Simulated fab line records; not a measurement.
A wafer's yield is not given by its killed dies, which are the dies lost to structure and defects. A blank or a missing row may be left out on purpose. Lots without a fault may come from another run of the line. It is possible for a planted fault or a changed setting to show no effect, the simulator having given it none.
Commonality check across tools	flow berkeleyCmos170	15 lots, 45 wafers sampled

THE REASON FOR OPENING IT
At UCB170_PFIELD_OVL_MEAS_06 the reading PFIELD_OVL is flagged on 3 of 15 lots. No-fault wafers: 0 nm, standard deviation 5.7.
Rule: a lot is flagged in two cases, either no wafer of it has a number, or all its wafers with numbers fall more than 4 standard deviations from that mean. The rest of the lots are taken to be sound.

lot	measured	on	PFIELD_OVL (nm), wafer by wafer	flag
L348	day 4 11:32	overlay-02	-12 -2 -2	
L350	day 5 06:35	overlay-02	0 -2 -3	
L349	day 5 06:50	overlay-02	-2 -1 -6	
L351	day 5 11:19	overlay-02	4 -2 2	
L353	day 5 18:47	overlay-01	4 15 5	
L354	day 6 02:16	overlay-01	-1 -1 4	
L355	day 6 05:16	overlay-02	0 -6 -1	
L356	day 6 13:07	overlay-01	13 15 14	
L361	day 7 10:14	overlay-01	-7 -12 -2	
L360	day 7 10:30	overlay-02	-9 -9 -10	
L365	day 8 07:29	overlay-01	1 -4 -4	
L366	day 8 12:53	overlay-01	-7 -5 -9	
L368	day 9 03:15	overlay-01	90 91 87	FLAGGED
L369	day 9 08:10	overlay-01	88 81 86	FLAGGED
L370	day 10 01:34	overlay-02	94 94 93	FLAGGED
The mean of the flagged lots' numbers is 89 nm, +89 nm from the usual (+16 standard deviations).

WHICH TOOL EACH LOT WENT THROUGH
The record keeps 1 process step preceding the reading, out of 331 steps on the route. Read each cell as the tool, then ch plus the chambers that the sampled wafers visited, then the start.
lot	flag	UCB170_PFIELD_EXPOSE_03
L348		krfScanner-02 ch 0, day 4 11:10
L350		krfScanner-01 ch 0, day 5 06:12
L349		krfScanner-01 ch 0, day 5 06:27
L351		krfScanner-01 ch 0, day 5 10:58
L353		krfScanner-01 ch 0, day 5 18:04
L354		krfScanner-02 ch 0, day 6 01:52
L355		krfScanner-01 ch 0, day 6 04:45
L356		krfScanner-02 ch 0, day 6 12:13
L361		krfScanner-02 ch 0, day 7 09:37
L360		krfScanner-02 ch 0, day 7 09:45
L365		krfScanner-02 ch 0, day 8 07:07
L366		krfScanner-02 ch 0, day 8 12:29
L368	FLAGGED	krfScanner-01 ch 0, day 9 02:20
L369	FLAGGED	krfScanner-01 ch 0, day 9 07:46
L370	FLAGGED	krfScanner-01 ch 0, day 10 00:10
What these steps do:
- UCB170_PFIELD_EXPOSE_03: exposes mask PFIELD, target cd 1500 nm.
- UCB170_PFIELD_OVL_MEAS_06

FLAGGED AGAINST TOTAL, ONE TOOL AT A TIME (gauges that did the reading follow at the end)
step	tool	lots run	flagged	share of the flagged lots	sound lots run after its first flagged lot
UCB170_PFIELD_EXPOSE_03	krfScanner-01	8	3	all	0
UCB170_PFIELD_EXPOSE_03	krfScanner-02	7	0	none	-
UCB170_PFIELD_OVL_MEAS_06	overlay-01	8	2	some	0
UCB170_PFIELD_OVL_MEAS_06	overlay-02	7	1	some	0

THE TABLE: WHAT IT ALLOWS
In the table, 1 row covers all flagged lots: krfScanner-01 at UCB170_PFIELD_EXPOSE_03.
- krfScanner-01 at UCB170_PFIELD_EXPOSE_03 ran 8 lots, 3 of them flagged. A fault beginning between L355 (day 6 04:45), its last sound lot, and L368 (day 9 02:20), its first flagged one, fits the data.
One tool is left: krfScanner-01 at UCB170_PFIELD_EXPOSE_03.

WHAT HAD BEEN PUT IN BY THE SIMULATOR
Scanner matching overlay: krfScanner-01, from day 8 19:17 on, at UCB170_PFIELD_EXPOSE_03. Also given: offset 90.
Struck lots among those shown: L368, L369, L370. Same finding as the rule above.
